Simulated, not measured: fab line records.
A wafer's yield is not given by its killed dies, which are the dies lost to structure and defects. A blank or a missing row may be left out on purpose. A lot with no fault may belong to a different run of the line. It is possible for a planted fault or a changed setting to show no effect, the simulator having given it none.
A struck lot beside a sound one	flow berkeleyCmos170	14 steps out of a route of 331
Sound: wafers L515.2, L515.3, L515.5. Wafers L521.3, L521.5, L521.6 were the ones struck. The cause is given at the end.
At each step with rows: each side's tool, then ch and its chambers, then its first start. Under that, the readings that differ: sound wafers	struck wafers	difference of the means	sigmas: that difference in standard deviations of wafers without a fault.
alike: readings with means less than 2 such deviations apart, plus words and numbers identical on both sides. not compared: withheld readings, readings lacking a value on some wafer, bounds such as >300 that could conceal the same value, and numbers that have no deviation in the record and whose values overlap.
The two part at a step that has a row with sigmas, a row that says differs or no value, or rows on one side only. Numbers that don't overlap but have no deviation are shown without sigmas and don't part them. Lack of a reading on every wafer of one side parts them only where that side has two or more wafers.

UCB170_PVT_STRIP_08: strips in O2.
  sound on plasmaAsher-01 ch 0,1, day 6 18:17; struck on plasmaAsher-01 ch 0,1, day 7 21:31
  alike: drypumpMotorCurrentA, oesProductAu, stripTimeToEndpointS
  not compared: rfHoursCounterH
UCB170_PVT_TW_MEAS_09:
  sound on filmMetro-02, day 6 18:23; struck on filmMetro-01, day 7 21:37
reading	sound	struck	difference	sigmas
PVT_TW	510 511 513	502 500 495	-12	-2
then, 1 step without rows for these wafers: UCB170_GATE_WET_ETCH_00 (etches SiO2 in dHF, time 200 s).
UCB170_FIELD_THK_MEAS_91:
  sound on filmMetro-01, day 6 18:50; struck on filmMetro-04, day 7 21:49
reading	sound	struck	difference	sigmas
FIELD_OXIDE_LEFT_2_THK (nm)	339 342 352	360 365 366	+19	+2
then, 1 step without rows for these wafers: UCB170_GATE_OXIDATION_01 (target thk 6.6 nm, ox time 1800 s).
UCB170_GATE_THK_MEAS_02:
  sound on filmMetro-04, day 6 23:19; struck on filmMetro-01, day 8 01:05
  alike: GATE_OXIDE_THK
then, 2 steps without rows for these wafers: UCB170_GATE_ANNEAL_03 (time 1800 s); UCB170_GATE_CVD_04 (deposits poly-Si from SiH4, time 1440 s, target thk 214 nm).
UCB170_GATE_THK_MEAS_05:
  sound on filmMetro-04, day 7 07:24; struck on filmMetro-01, day 8 10:49
  alike: GATE_POLY_THK
then, 3 steps without rows for these wafers: UCB170_GATE_COAT_06; UCB170_GATE_COAT_07 (resist thk 900 nm); UCB170_GATE_SOFTBAKE_08 (time 60 s).
UCB170_GATE_EXPOSE_09: exposes mask POLY, target cd 350 nm.
  sound on krfScanner-02 ch 0, day 7 08:03; struck on krfScanner-01, day 8 11:48
  no value came back on the struck wafers for exposureDoseMJCm2, focusOffsetNm (nm); on the sound wafers exposureDoseMJCm2 reads 20.964 20.980 20.993
  alike: mask
following that, these wafers have no rows for 1 step: UCB170_GATE_PEB_10.

== WHERE THEY PART ==
Last at UCB170_GATE_EXPOSE_09 as far as this record goes, first at UCB170_PVT_TW_MEAS_09.

WHY: what had been put in by the simulator
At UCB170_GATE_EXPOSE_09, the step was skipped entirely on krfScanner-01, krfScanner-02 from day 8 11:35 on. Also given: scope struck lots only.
